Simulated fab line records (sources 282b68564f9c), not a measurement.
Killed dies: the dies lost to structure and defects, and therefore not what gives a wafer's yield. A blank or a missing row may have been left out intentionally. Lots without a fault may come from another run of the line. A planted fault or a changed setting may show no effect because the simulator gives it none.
Split-lot trial ; flow rit cmos ; 5 lots, 23 wafers read, on a route of 202 steps

## ABOUT THE SPLIT
At RIT_ACTIVE_ETCH_13 (etches Si3N4 in SF6, stops on SiO2, time 210 s, target depth 210 nm), the setting time s was moved away from the recipe's 210 s on 6 of the 23 wafers read, by -7.9% to +10.4%. All remaining wafers had this setting at the recipe value.

The reading is taken at the split's own step.

## THE READING
NOVOLAK_of_ACTIVE_COAT_06.thk nm (the simulator's own value, which no gauge read), in nm, at RIT_ACTIVE_ETCH_13 (etches Si3N4 in SF6, stops on SiO2, time 210 s, target depth 210 nm). There is no usual value for it anywhere in the file. Across the 17 wafers here that went through the recipe, the average is 652.0 nm and the standard deviation 1.9 nm.

wafer;tool, chamber at the split;time s as run, s;against the recipe;NOVOLAK_of_ACTIVE_COAT_06.thk nm, nm;against lot-mates on the recipe
L074.1;rie diel-04, 3;210;recipe;651.8;-
L074.2;rie diel-04, 2;210;recipe;653.7;-
L074.3;rie diel-04, 1;210;recipe;648.2;-
L074.4;rie diel-04, 3;210;recipe;650.1;-
L074.5;rie diel-04, 1;210;recipe;650;-
L075.1;rie diel-02, 0,3;210;recipe;654;-
L075.6;rie diel-02, 0,3;210;recipe;654;-
L075.2;rie diel-02, 1;231.8;+10.4%;625.8;-27.3
L075.4;rie diel-02, 2;210;recipe;651.4;-
L075.5;rie diel-02, 0;231.8;+10.4%;630.1;-23.0
L076.2;rie diel-02, 2;193.4;-7.9%;668.7;+17.9
L076.3;rie diel-02, 0;193.4;-7.9%;668.8;+18.0
L076.4;rie diel-02, 1;210;recipe;650.2;-
L076.5;rie diel-02, 1;210;recipe;651;-
L076.6;rie diel-02, 0;210;recipe;651.1;-
L080.1;rie diel-02, 0;210;recipe;652.2;-
L080.2;rie diel-02, 1;210;recipe;650.9;-
L080.4;rie diel-02, 3;210;recipe;656.4;-
L084.1;rie diel-02, 0;210;recipe;652.3;-
L084.2;rie diel-02, 1;220.7;+5.1%;641.3;-11.8
L084.4;rie diel-02, 2;220.7;+5.1%;642.4;-10.7
L084.5;rie diel-02, 2;210;recipe;653.2;-
L084.6;rie diel-02, 3;210;recipe;653.8;-
Rows listing several chambers each stand for several wafers; the file does not say which wafer went through which chamber.

THE FIT
A straight line over all 23 wafers: NOVOLAK_of_ACTIVE_COAT_06.thk nm changes by -2.21 nm for each +1% of time s; r = -0.98; the points scatter about the line by 1.9 nm.
The same after taking each lot's own level away (the mean of its wafers on the recipe; 23 wafers): -2.35 nm for each +1%; r = -0.99; scatter 1.6 nm.
That fit puts the effect of the largest move of time s on the reading at 24 nm.
Measured against the standard deviation above, the lots' own levels, which go from 650.76 to 653.17 nm, span 1.2 times it.
Hence the lot-to-lot level has little effect on the slope; both slopes agree.
Check: with one of the wafers moved furthest among these (+10.4%) left out of the fit, the line predicts -23.2 nm for it against its lot-mates. Against them it came out at -27.3 nm.

## THESE WAFERS: OTHER SPLITS
Note: prior to the reading, these wafers also went through further splits. Each is held against what the fit with the lots' levels taken away leaves over:
other split on the same wafers;wafers away from the commonest value;r with NOVOLAK_of_ACTIVE_COAT_06.thk nm (lot level and that fit taken away)
RIT_ACTIVE_OXIDATION_01 temp c;15;+0.11
RIT_ACTIVE_EXPOSE_08 dose mj;8;+0.01

## THE FILE'S OWN FIT
NOVOLAK_of_ACTIVE_COAT_06.thk nm changes by -2.35 nm for each +1% of time s, r = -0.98.
